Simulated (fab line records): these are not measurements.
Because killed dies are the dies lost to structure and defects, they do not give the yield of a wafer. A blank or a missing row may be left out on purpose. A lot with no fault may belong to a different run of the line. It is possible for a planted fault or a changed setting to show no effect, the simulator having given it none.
Split-lot trial + flow ritCmos + route with 202 steps; 5 lots, 20 wafers read

## ON THE SPLIT
At RIT_GATE_DEVELOP_15 (develop time 50 s), the setting developTimeS was moved away from the recipe's 50 s on 4 of the 20 wafers read, by -6.4% to +7.1%. This setting was run at the recipe's value on the other wafers.

## FROM SPLIT TO READING: 1 step shown by the file between the two
- RIT_GATE_HARDBAKE_18: time 60 s

## THE READING
GATE.cdNm (the simulator's own value, which no gauge read), in nm, at RIT_GATE_ETCH_19 (etches poly-Si in SF6/CHF3/O2, stops on SiO2, time 165 s, target depth 312.5 nm). The file gives no usual value for it. Average 149.4 nm, standard deviation 3 nm, over the 16 wafers here run with the recipe.

| wafer  | tool, chamber at the split | developTimeS as run, s | against the recipe | GATE.cdNm, nm | against lot-mates on the recipe |
|--------|----------------------------|------------------------|--------------------|---------------|---------------------------------|
| L075.5 | lithoTrack-04, 0           | 50                     | recipe             | 148.7         | -                               |
| L075.6 | lithoTrack-04, 0           | 50                     | recipe             | 146.4         | -                               |
| L076.1 | lithoTrack-01, 0           | 50                     | recipe             | 152.5         | -                               |
| L076.2 | lithoTrack-01, 0           | 50                     | recipe             | 150.1         | -                               |
| L076.3 | lithoTrack-01, 0           | 50                     | recipe             | 155.4         | -                               |
| L076.4 | lithoTrack-01, 0           | 50                     | recipe             | 151.2         | -                               |
| L076.6 | lithoTrack-01, 0           | 50                     | recipe             | 152.3         | -                               |
| L078.3 | lithoTrack-01, 0           | 50                     | recipe             | 152.4         | -                               |
| L078.4 | lithoTrack-01, 0           | 50                     | recipe             | 151.2         | -                               |
| L078.5 | lithoTrack-01, 0           | 50                     | recipe             | 151.5         | -                               |
| L079.1 | lithoTrack-04, 0           | 46.79                  | -6.4%              | 158.9         | +12.4                           |
| L079.2 | lithoTrack-04, 0           | 50                     | recipe             | 146.6         | -                               |
| L079.3 | lithoTrack-04, 0           | 46.79                  | -6.4%              | 158.2         | +11.7                           |
| L079.4 | lithoTrack-04, 0           | 50                     | recipe             | 148.1         | -                               |
| L079.5 | lithoTrack-04, 0           | 50                     | recipe             | 144.8         | -                               |
| L080.1 | lithoTrack-01, 0           | 50                     | recipe             | 146.9         | -                               |
| L080.2 | lithoTrack-01, 0           | 50                     | recipe             | 145.7         | -                               |
| L080.3 | lithoTrack-01, 0           | 53.53                  | +7.1%              | 134.4         | -12.0                           |
| L080.4 | lithoTrack-01, 0           | 50                     | recipe             | 146.5         | -                               |
| L080.5 | lithoTrack-01, 0           | 53.53                  | +7.1%              | 132.2         | -14.2                           |

FIT RESULTS
A straight line over all 20 wafers: GATE.cdNm changes by -1.89 nm for each +1% of developTimeS; r = -0.89; the points scatter about the line by 3.1 nm.
The same after taking each lot's own level away (the mean of its wafers on the recipe; 20 wafers): -1.86 nm for each +1%; r = -0.98; scatter 1.2 nm.
That fit puts the effect of the largest move of developTimeS on the reading at 13 nm.
Across the lots, their own levels run from 146.37 to 152.30 nm, a range of 2.0 times the standard deviation given above.
The two slopes are in agreement: the lot-to-lot level therefore moves the slope only a little.
Check: for one of the wafers moved furthest among these (+7.1%), held out of the fit, the line's prediction against its lot-mates is -13.7 nm. It came out at -12 nm against them.

## OTHER SPLITS ON THESE WAFERS
Note: prior to the reading, these wafers also went through further splits. Each is held against what the fit with the lots' levels taken away leaves over:
| other split on the same wafers | wafers away from the commonest value | r with GATE.cdNm (lot level and that fit taken away) |
|--------------------------------|--------------------------------------|------------------------------------------------------|
| RIT_ACTIVE_COAT_06 spinRpm     | 9                                    | +0.03                                                |
| RIT_ACTIVE_EXPOSE_08 doseMj    | 4                                    | +0.34                                                |
| RIT_NWELL_SOFTBAKE_02 tempC    | 5                                    | -0.43                                                |
| RIT_NWELL_IMPLANT_08 doseCm2   | 7                                    | +0.34                                                |
| RIT_PWELL_IMPLANT_08 doseCm2   | 7                                    | -0.03                                                |

## FILE'S OWN FIT
GATE.cdNm changes by -1.86 nm for each +1% of developTimeS, r = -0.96.
